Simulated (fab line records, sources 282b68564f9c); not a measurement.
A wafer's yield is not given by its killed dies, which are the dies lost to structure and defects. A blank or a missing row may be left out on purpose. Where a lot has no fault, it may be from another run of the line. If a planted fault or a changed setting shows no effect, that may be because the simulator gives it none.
fab line records -- flow rit_cmos
record: lots: 7, wafers: 21, last_day: 7
route steps=202 shown NWELL@35 PWELL@39 M1@202
lots with no fault: from the same line, run without faults
start_h: hours from the record's opening day to when the first of the lot's shown wafers began -- wait_h: hours since the lot's step before -- " as in the row above -- L1.1+2: a single row standing in for several wafers -- - no value, or no start was given -- * or withheld: withheld -- < > ~ a bound
route shown NAME@n: names a module that has steps shown in the file, with the first one's number in the route -- usual: mean and standard deviation over wafers with no fault -- same: alike in all rows -- chamber/n: place in a boat -- sites: per-site readings -- _std_site: their standard deviation -- _edge_site: mean of outer sites minus mean of inner sites -- radius_mm: how far each site lies from the wafer's centre -- mask NAME#n: copy n -- behind: the last tool/chamber to shape the wafer -- hold: reason for holding the lot/hours on hold/outcome of the hold -- device: the n, p or np transistor that did not switch -- end of line: at the end of the route, the tests of the same wafers -- a step without rows: its recipe alone -- killed: dies that structure and defects cost at the first sort, which is not the same as the wafer's yield -- map: shows each die of a wafer: x if killed, . if not, _ if none is there
set.NAME: the run value of the setting; set.NAME@STEP: its run value at that earlier step -- model.NAME: the simulator's own value behind a step, which no gauge read
certain route steps with their lots: each step a table, each wafer a row
services: when a tool's chamber went out of use (start_h, in hours from the record's first day, below 0 if earlier), for how many hours, and the reason
== steps ==
step: RIT_NWELL_HARDBAKE_07
recipe: resist: NOVOLAK, temp_c: 140, time_s: 120
step: RIT_NWELL_IMPLANT_08
recipe: species: P, energy_kev: 170, dose_cm2: 5e+13, tilt_deg: 7
step: RIT_NWELL_STRIP_09
recipe: chemistry: O2, time_s: 180, resist: NOVOLAK, platen_temp_c: withheld, power_w: 500, pressure_mtorr: 4000, o2_flow_sccm: 4000
usual: drypump_motor_current_A: 5.68/0.28
lot.wafer,tool,chamber,start_h,wait_h,drypump_motor_current_A,rf_hours_counter_h
L215.3,plasma_asher-03,1,34.43,0.1,5.73,-
L215.5,plasma_asher-03,0,34.43,0.1,5.37,-
L215.6,plasma_asher-03,1,34.43,0.1,5.72,-
L228.2,plasma_asher-03,1,99.36,0.1,5.72,46
L228.4,plasma_asher-03,1,99.36,0.1,5.75,-
L228.6,plasma_asher-03,1,99.36,0.1,5.76,-
L230.1,plasma_asher-01,1,107.50,0.1,6.04,44
L230.3,plasma_asher-01,0,107.50,0.1,5.73,-
L230.5,plasma_asher-01,1,107.50,0.1,6.05,-
L233.1,plasma_asher-03,1,121.77,0.1,5.76,0
L233.2,plasma_asher-03,0,121.77,0.1,5.40,0
L233.3,plasma_asher-03,0,121.77,0.1,5.36,-
L234.1,plasma_asher-04,0,127.21,0.1,5.22,50
L234.3,plasma_asher-04,0,127.21,0.1,5.22,-
L234.6,plasma_asher-04,1,127.21,0.1,5.78,-
L235.2,plasma_asher-01,0,132.76,0.1,5.73,48
L235.5,plasma_asher-01,0,132.76,0.1,5.74,-
L235.6,plasma_asher-01,1,132.76,0.1,6.09,-
L236.1,plasma_asher-04,1,139.47,0.1,5.79,51
L236.4,plasma_asher-04,1,139.47,0.1,5.80,-
L236.5,plasma_asher-04,1,139.47,0.1,5.78,-
step: RIT_NWELL_TW_MEAS_10
usual: NWELL_TW: 2141/13
lot.wafer,tool,chamber,start_h,wait_h,NWELL_TW
L215.3,film_metro-03,-,34.57,0.1,2152
L215.5,film_metro-03,-,34.57,0.1,2161
L215.6,film_metro-03,-,34.57,0.1,2145
L228.2,film_metro-01,-,99.55,0.1,2135
L228.4,film_metro-01,-,99.55,0.1,2126
L228.6,film_metro-01,-,99.55,0.1,2119
L230.1,film_metro-04,-,107.67,0.1,2162
L230.3,film_metro-04,-,107.67,0.1,2151
L230.5,film_metro-04,-,107.67,0.1,2166
L233.1,film_metro-01,-,121.94,0.1,2132
L233.2,film_metro-01,-,121.94,0.1,2134
L233.3,film_metro-01,-,121.94,0.1,2120
L234.1,film_metro-04,-,127.39,0.1,2147
L234.3,film_metro-04,-,127.39,0.1,2161
L234.6,film_metro-04,-,127.39,0.1,2152
L235.2,film_metro-01,-,132.95,0.1,2125
L235.5,film_metro-01,-,132.95,0.1,2126
L235.6,film_metro-01,-,132.95,0.1,2133
L236.1,film_metro-04,-,139.65,0.1,2159
L236.4,film_metro-04,-,139.65,0.1,2148
L236.5,film_metro-04,-,139.65,0.1,2152
step: RIT_PWELL_HMDS_00
recipe: prime_time_s: 60, prime_temp_c: 140
step: RIT_PWELL_COAT_01
recipe: resist: NOVOLAK, spin_rpm: 2000, resist_thk_nm: 1300
step: RIT_PWELL_SOFTBAKE_02
recipe: resist: NOVOLAK, temp_c: 90, time_s: 60
step: RIT_PWELL_EXPOSE_03
recipe: mask_id: M3, na: 0.57, target_cd_nm: 43700, dose_mj: 250
step: RIT_PWELL_PEB_04
recipe: resist: NOVOLAK, temp_c: withheld, time_s: withheld
step: RIT_PWELL_DEVELOP_05
recipe: resist: NOVOLAK, develop_time_s: 68, dev_temp_c: 23
step: RIT_PWELL_OVL_MEAS_06
usual: PWELL_OVL: -0.1/1.4
lot.wafer,tool,chamber,start_h,wait_h,PWELL_OVL[nm]
L215.3,overlay-01,-,35.63,-,-1.0
L215.5,overlay-01,-,35.63,-,-0.3
L215.6,overlay-01,-,35.63,-,-1.0
L228.2,overlay-01,-,100.49,-,-0.7
L228.4,overlay-01,-,100.49,-,1.7
L228.6,overlay-01,-,100.49,-,-0.7
L230.1,overlay-02,-,108.61,-,1.2
L230.3,overlay-02,-,108.61,-,-0.6
L230.5,overlay-02,-,108.61,-,0.8
L233.1,overlay-01,-,122.92,-,-2.1
L233.2,overlay-01,-,122.92,-,0.0
L233.3,overlay-01,-,122.92,-,-1.9
L234.1,overlay-02,-,128.33,-,-1.0
L234.3,overlay-02,-,128.33,-,0.6
L234.6,overlay-02,-,128.33,-,1.7
L235.2,overlay-02,-,134.01,-,0.8
L235.5,overlay-02,-,134.01,-,-0.4
L235.6,overlay-02,-,134.01,-,1.2
L236.1,overlay-01,-,140.83,-,1.8
L236.4,overlay-01,-,140.83,-,1.0
L236.5,overlay-01,-,140.83,-,1.8
step: RIT_PWELL_HARDBAKE_07
recipe: resist: NOVOLAK, temp_c: 140, time_s: 120
step: RIT_PWELL_IMPLANT_08
recipe: species: B, energy_kev: 170, dose_cm2: 7e+13, tilt_deg: 7
usual: dose_ions_cm2: 7e+13/7.7e+10, faraday_current_uA: 223/3.9
lot.wafer,tool,chamber,start_h,wait_h,dose_ions_cm2,faraday_current_uA
L215.3,implanter-02,0,35.95,0.2,6.998e+13,223
L215.5,implanter-02,0,35.95,0.2,7.009e+13,225
L215.6,implanter-02,0,35.95,0.2,7.004e+13,227
L228.2,implanter-02,0,100.79,0.2,7.001e+13,221
L228.4,implanter-02,0,100.79,0.2,6.998e+13,222
L228.6,implanter-02,0,100.79,0.2,6.994e+13,226
L230.1,implanter-02,0,108.90,0.2,7.875e+13,247
L230.3,implanter-02,0,108.90,0.2,7.878e+13,248
L230.5,implanter-02,0,108.90,0.2,7.864e+13,244
L233.1,implanter-02,0,123.32,0.2,7.872e+13,241
L233.2,implanter-02,0,123.32,0.2,7.88e+13,252
L233.3,implanter-02,0,123.32,0.2,7.867e+13,249
L234.1,implanter-02,0,128.74,0.2,7.859e+13,256
L234.3,implanter-02,0,128.74,0.2,7.872e+13,246
L234.6,implanter-02,0,128.74,0.2,7.86e+13,255
L235.2,implanter-01,0,134.31,0.2,6.998e+13,224
L235.5,implanter-01,0,134.31,0.2,6.999e+13,223
L235.6,implanter-01,0,134.31,0.2,6.998e+13,224
L236.1,implanter-03,0,141.12,0.2,6.993e+13,226
L236.4,implanter-03,0,141.12,0.2,7.01e+13,220
L236.5,implanter-03,0,141.12,0.2,6.995e+13,219
step: RIT_PWELL_STRIP_09
recipe: chemistry: O2, time_s: 180, resist: NOVOLAK, platen_temp_c: withheld, power_w: 500, pressure_mtorr: 4000, o2_flow_sccm: 4000
usual: drypump_motor_current_A: 5.66/0.27
lot.wafer,tool,chamber,start_h,wait_h,drypump_motor_current_A,rf_hours_counter_h
L215.3,plasma_asher-04,0,36.11,0.1,5.23,-
L215.5,plasma_asher-04,1,36.11,0.1,5.77,-
L215.6,plasma_asher-04,0,36.11,0.1,5.27,-
L228.2,plasma_asher-02,1,100.92,0.1,6.02,30
L228.4,plasma_asher-02,0,100.92,0.1,5.77,-
L228.6,plasma_asher-02,1,100.92,0.1,6.04,-
L230.1,plasma_asher-04,1,109.05,0.1,5.81,47
L230.3,plasma_asher-04,0,109.05,0.1,5.26,-
L230.5,plasma_asher-04,0,109.05,0.1,5.27,-
L233.1,plasma_asher-02,1,123.47,0.1,6.00,33
L233.2,plasma_asher-02,0,123.47,0.1,5.77,33
L233.3,plasma_asher-02,0,123.47,0.1,5.75,-
L234.1,plasma_asher-04,1,128.89,0.1,5.78,50
L234.3,plasma_asher-04,0,128.89,0.1,5.20,-
L234.6,plasma_asher-04,0,128.89,0.1,5.21,-
L235.2,plasma_asher-02,0,134.44,0.1,5.76,35
L235.5,plasma_asher-02,1,134.44,0.1,6.01,-
L235.6,plasma_asher-02,0,134.44,0.1,5.78,-
L236.1,plasma_asher-04,1,141.27,0.1,5.82,51
L236.4,plasma_asher-04,0,141.27,0.1,5.26,-
L236.5,plasma_asher-04,0,141.27,0.1,5.24,-
step: RIT_PWELL_TW_MEAS_10
usual: PWELL_TW: 949/6.5
lot.wafer,tool,chamber,start_h,wait_h,hold,PWELL_TW
L215.3,film_metro-01,-,36.25,0.1,-,945
L215.5,film_metro-01,-,36.25,0.1,-,941
L215.6,film_metro-01,-,36.25,0.1,-,946
L228.2,film_metro-04,-,101.10,0.1,-,952
L228.4,film_metro-04,-,101.10,0.1,-,960
L228.6,film_metro-04,-,101.10,0.1,-,951
L230.1,film_metro-01,-,109.22,0.1,await_dispo/0.2h/release,975
L230.3,film_metro-01,-,109.22,0.1,await_dispo/0.2h/release,980
L230.5,film_metro-01,-,109.22,0.1,await_dispo/0.2h/release,978
L230.1,film_metro-01,-,109.45,0.2,-,978
L230.3,film_metro-01,-,109.45,0.2,-,977
L230.5,film_metro-01,-,109.45,0.2,-,978
L233.1,film_metro-04,-,123.64,0.1,await_dispo/0.2h/release,985
L233.2,film_metro-04,-,123.64,0.1,await_dispo/0.2h/release,989
L233.3,film_metro-04,-,123.64,0.1,await_dispo/0.2h/release,990
L233.1,film_metro-04,-,123.87,0.2,-,988
L233.2,film_metro-04,-,123.87,0.2,-,980
L233.3,film_metro-04,-,123.87,0.2,-,987
L234.1,film_metro-04,-,129.07,0.1,await_dispo/0.2h/release,985
L234.3,film_metro-04,-,129.07,0.1,await_dispo/0.2h/release,989
L234.6,film_metro-04,-,129.07,0.1,await_dispo/0.2h/release,989
L234.1,film_metro-04,-,129.29,0.2,-,978
L234.3,film_metro-04,-,129.29,0.2,-,984
L234.6,film_metro-04,-,129.29,0.2,-,987
L235.2,film_metro-01,-,134.62,0.1,-,941
L235.5,film_metro-01,-,134.62,0.1,-,948
L235.6,film_metro-01,-,134.62,0.1,-,948
L236.1,film_metro-04,-,141.44,0.1,-,950
L236.4,film_metro-04,-,141.44,0.1,-,956
L236.5,film_metro-04,-,141.44,0.1,-,955
step: RIT_WELLDRIVE_RS_MEAS_01
recipe: thk_meas_gauge: four-point-probe
usual: NWELL_RS: 275.8/0.85
lot.wafer,tool,chamber,start_h,wait_h,NWELL_RS[ohm/sq]
L215.3,film_metro-04,-,44.79,0.0,275.5
L215.5,film_metro-04,-,44.79,0.0,275.7
L215.6,film_metro-04,-,44.79,0.0,275.3
L228.2,film_metro-04,-,107.30,0.0,276.4
L228.4,film_metro-04,-,107.30,0.0,276.1
L228.6,film_metro-04,-,107.30,0.0,275.7
L230.1,film_metro-01,-,116.54,0.2,276.4
L230.3,film_metro-01,-,116.54,0.2,275.7
L230.5,film_metro-01,-,116.54,0.2,276.3
L233.1,film_metro-04,-,137.36,0.0,275.5
L233.2,film_metro-04,-,137.36,0.0,275.6
L233.3,film_metro-04,-,137.36,0.0,276.4
L234.1,film_metro-04,-,137.36,0.0,274.6
L234.3,film_metro-04,-,137.36,0.0,275.2
L234.6,film_metro-04,-,137.36,0.0,274.1
L235.2,film_metro-04,-,140.13,0.0,276.3
L235.5,film_metro-04,-,140.13,0.0,276.0
L235.6,film_metro-04,-,140.13,0.0,275.8
L236.1,film_metro-01,-,146.58,0.0,274.7
L236.4,film_metro-01,-,146.58,0.0,275.7
L236.5,film_metro-01,-,146.58,0.0,276.1
step: RIT_WELLDRIVE_RS_MEAS_02
recipe: thk_meas_gauge: four-point-probe
usual: PWELL_RS: 430.4/1.3
lot.wafer,tool,chamber,start_h,wait_h,hold,PWELL_RS[ohm/sq]
L215.3,film_metro-04,-,44.91,0.1,-,428.4
L215.5,film_metro-04,-,44.91,0.1,-,428.4
L215.6,film_metro-04,-,44.91,0.1,-,428.6
L228.2,film_metro-04,-,107.42,0.1,-,432.4
L228.4,film_metro-04,-,107.42,0.1,-,433.3
L228.6,film_metro-04,-,107.42,0.1,-,432.0
L230.1,film_metro-01,-,116.66,0.1,await_dispo/0.2h/release,401.2
L230.3,film_metro-01,-,116.66,0.1,await_dispo/0.2h/release,401.0
L230.5,film_metro-01,-,116.66,0.1,await_dispo/0.2h/release,399.6
L230.1,film_metro-01,-,116.95,0.3,-,400.6
L230.3,film_metro-01,-,116.95,0.3,-,399.7
L230.5,film_metro-01,-,116.95,0.3,-,400.2
L233.1,film_metro-04,-,137.48,0.1,await_dispo/0.2h/release,400.5
L233.2,film_metro-04,-,137.48,0.1,await_dispo/0.2h/release,400.7
L233.3,film_metro-04,-,137.48,0.1,await_dispo/0.2h/release,399.7
L233.1,film_metro-04,-,137.87,0.4,-,399.5
L233.2,film_metro-04,-,137.87,0.4,-,401.6
L233.3,film_metro-04,-,137.87,0.4,-,400.6
L234.1,film_metro-04,-,137.48,0.1,await_dispo/0.2h/release,401.4
L234.3,film_metro-04,-,137.48,0.1,await_dispo/0.2h/release,401.7
L234.6,film_metro-04,-,137.48,0.1,await_dispo/0.2h/release,399.9
L234.1,film_metro-04,-,137.87,0.4,-,400.6
L234.3,film_metro-04,-,137.87,0.4,-,401.4
L234.6,film_metro-04,-,137.87,0.4,-,400.1
L235.2,film_metro-04,-,140.25,0.1,-,429.8
L235.5,film_metro-04,-,140.25,0.1,-,430.0
L235.6,film_metro-04,-,140.25,0.1,-,430.2
L236.1,film_metro-01,-,146.70,0.1,-,429.9
L236.4,film_metro-01,-,146.70,0.1,-,429.3
L236.5,film_metro-01,-,146.70,0.1,-,429.3
step: RIT_M1_PROBE_99
usual: killed_at_contacts: 0.1/0.37, killed_at_front_end: 6.9/2.9, killed_dies: 7.1/2.9, killed_open: 3.3/1.8, killed_short: 3.6/2.2
same: gross_dies: 264, killed_at_M0_to_M3: 0, killed_at_M4_up: 0, killed_at_back_side: 0, killed_at_other: 0
lot.wafer,tool,chamber,start_h,wait_h,killed_at_contacts,killed_at_front_end,killed_dies,killed_open,killed_short
L228.2,prober-02,-,138.89,0.1,0,10,10,4,6
L228.4,prober-02,-,138.99,0.2,0,6,6,2,4
L228.6,prober-02,-,139.09,0.2,0,5,5,3,2
L230.1,prober-02,-,155.81,0.1,0,4,4,1,3
L230.3,prober-02,-,155.91,0.2,0,7,7,3,4
L230.5,prober-02,-,156.01,0.2,0,6,6,3,2
L233.1,prober-01,-,172.45,0.1,0,9,9,2,7
L233.2,prober-01,-,172.50,0.1,0,5,5,2,3
L233.3,prober-01,-,172.55,0.2,0,3,3,2,1
L234.1,prober-02,-,174.11,0.1,0,5,5,2,3
L234.3,prober-02,-,174.21,0.2,0,11,11,7,4
L234.6,prober-02,-,174.36,0.2,0,12,12,7,5
killed by level:class
L228.2 FOX1:geometric_particle:short=3 GATE:geometric_particle:short=2 FOX1:geometric_particle:open=1 GATE:geometric_particle:open=1 REOX:geometric_particle:open=1 REOX:geometric_particle:short=1 SILICIDE:geometric_particle:open=1
L228.4 SILICIDE:geometric_particle:short=2 FOX1:geometric_particle:open=1 FOX1:geometric_particle:short=1 GATE:geometric_particle:short=1 REOX:geometric_particle:open=1
L228.6 FOX1:geometric_particle:open=2 GATE:geometric_particle:short=1 GATE:geometric_particle:open=1 REOX:geometric_particle:short=1
L230.1 ACTIVE:geometric_particle:open=1 FOX1:geometric_particle:short=1 GATE:geometric_particle:short=1 REOX:geometric_particle:short=1
L230.3 GATE:geometric_particle:short=2 REOX:geometric_particle:short=2 FOX1:geometric_particle:open=1 GATE:geometric_particle:open=1 REOX:geometric_particle:open=1
L230.5 REOX:geometric_particle:open=3 GATE:geometric_particle:short=2 PWELL:coat_microbubble_printed=1
L233.1 FOX1:geometric_particle:short=2 SPACER:geometric_particle:short=2 GATE:geometric_particle:short=1 REOX:geometric_particle:open=1 REOX:geometric_particle:short=1 SPACER:geometric_particle:open=1 STARTING-WAFER:geometric_particle:short=1
L233.2 FOX2:geometric_particle:short=3 GATE:geometric_particle:open=1 SILICIDE:geometric_particle:open=1
L233.3 FOX2:geometric_particle:open=1 GATE:geometric_particle:open=1 REOX:geometric_particle:short=1
L234.1 FOX1:geometric_particle:short=2 FOX2:geometric_particle:short=1 FOX2:geometric_particle:open=1 GATE:geometric_particle:open=1
L234.3 GATE:geometric_particle:open=3 SILICIDE:geometric_particle:open=2 FOX1:geometric_particle:short=1 FOX1:geometric_particle:open=1 GATE:geometric_particle:short=1 REOX:geometric_particle:short=1 SPACER:geometric_particle:open=1 SILICIDE:geometric_particle:short=1
L234.6 SPACER:geometric_particle:open=5 FOX2:geometric_particle:short=2 SILICIDE:geometric_particle:short=2 FOX1:geometric_particle:open=1 FOX2:geometric_particle:open=1 GATE:geometric_particle:short=1
== services ==
tool,chamber,start_h,hours,kind
implanter-01,-,27.14,1.3,repair
plasma_asher-01,-,31.07,15.6,pm
implanter-03,-,50.66,3.6,pm
implanter-02,-,57.82,3.9,pm
plasma_asher-02,-,58.08,9.8,repair
plasma_asher-02,-,67.84,9.9,pm
implanter-03,-,77.11,3.3,repair
plasma_asher-04,-,94.35,2.1,repair
plasma_asher-04,-,100.74,0.8,repair
plasma_asher-03,-,108.75,9.0,pm
plasma_asher-03,0,108.75,9.0,vent_cycle
plasma_asher-03,1,108.75,9.0,vent_cycle
plasma_asher-03,0,117.75,-,clean
plasma_asher-03,1,117.75,-,clean
== key ==
first_sign: step: RIT_PWELL_IMPLANT_08, reading: dose_ions_cm2, direction: up, sigmas: 99+, usual: 7e+13, struck: 7.87e+13
effect: step: RIT_PWELL_IMPLANT_08, reading: faraday_current_uA, direction: up, sigmas: 6.6, usual: 223, struck: 249
effect: step: RIT_PWELL_TW_MEAS_10, reading: visit, direction: added
effect: step: RIT_PWELL_TW_MEAS_10, reading: PWELL_TW, direction: up, sigmas: 5.4, usual: 949, struck: 984
effect: step: RIT_WELLDRIVE_RS_MEAS_02, reading: visit, direction: added
effect: step: RIT_WELLDRIVE_RS_MEAS_02, reading: PWELL_RS, direction: down, sigmas: 24, usual: 430.4, struck: 400.6
met_at RIT_PWELL_IMPLANT_08
struck_wafers L230.1,L230.3,L230.5,L233.1,L233.2,L233.3,L234.1,L234.3,L234.6
tester_left_out L230,L233,L234
onset_between 100.79 108.90
fault: kind: process_parameter_drift, tool: implanter-02, chamber: -, onset_h: 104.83, steps: RIT_PWELL_IMPLANT_08, channel: dose_cm2, offset: 8.6473e+12, shape: step, end_h: 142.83, acts_in: these_recipes_only, stated: 7e+13
tester_left_out: of these lots the tester's yield and bins aren't shown, on N5 and GAA mostly nor the transistor test; their killed dies are dies lost to structure and defects alone, not to doping, threshold or leakage, so they don't give the yield
